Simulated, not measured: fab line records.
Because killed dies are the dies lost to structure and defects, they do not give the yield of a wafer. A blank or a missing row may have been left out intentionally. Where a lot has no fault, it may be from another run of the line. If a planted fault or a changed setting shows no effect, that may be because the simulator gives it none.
Which tool is to blame?	flow berkeley_cmos170	Sampling: 7 lots, 21 wafers, 2 of 331 route steps

WHAT THE GAUGES SHOWED, per wafer
UCB170_PSD_OVL_MEAS_07.
lot	measured	on	PSD_OVL (nm)
L239	day 8 01:14	overlay-02	-11 -7 -6
L238	day 8 02:20	overlay-02	-1 -4 0
L244	day 9 11:43	overlay-01	0 -10 -8
L243	day 9 17:10	overlay-01	-11 0 -1
L250	day 10 18:22	overlay-02	-5 -13 -10
L252	day 11 22:49	overlay-01	-8 -1 -9
L257	day 12 16:26	overlay-02	3 11 1

TOOL THAT RAN EACH LOT (tool first, then ch and the chambers of the sampled wafers, then the start)
lot	UCB170_NLDD_STRIP_10
L239	plasma_asher-04 ch 0,1, day 7 15:22
L238	plasma_asher-03 ch 0,1, day 7 17:38
L244	plasma_asher-01 ch 0, day 9 08:10
L243	plasma_asher-04 ch 0,1, day 9 08:24
L250	plasma_asher-01 ch 1, day 10 11:04
L252	plasma_asher-04 ch 0,1, day 11 12:48
L257	plasma_asher-01 ch 0,1, day 12 09:01
- UCB170_NLDD_STRIP_10: strips in O2.

THE ANSWER, worked out from the rows above alone
Rule: what is usual is taken from the lots themselves. Put in order of their means at a reading, lots are off if they are a third of the lots or fewer, leave a main group of 4 or more, and stand apart from it by a gap of 3 or more times the standard deviation of the main group's means; of several such gaps the widest counts. If all means in a main group match to the digits the tables above print for the reading, that group is not used. A lot without any number at a reading at which 4 lots or more have one is off too. Where the step has rows for the other lots, those lots are counted as sound.
None of the lots is off at any reading shown; this tells nothing.

WHAT WAS PUT IN BY THE SIMULATOR
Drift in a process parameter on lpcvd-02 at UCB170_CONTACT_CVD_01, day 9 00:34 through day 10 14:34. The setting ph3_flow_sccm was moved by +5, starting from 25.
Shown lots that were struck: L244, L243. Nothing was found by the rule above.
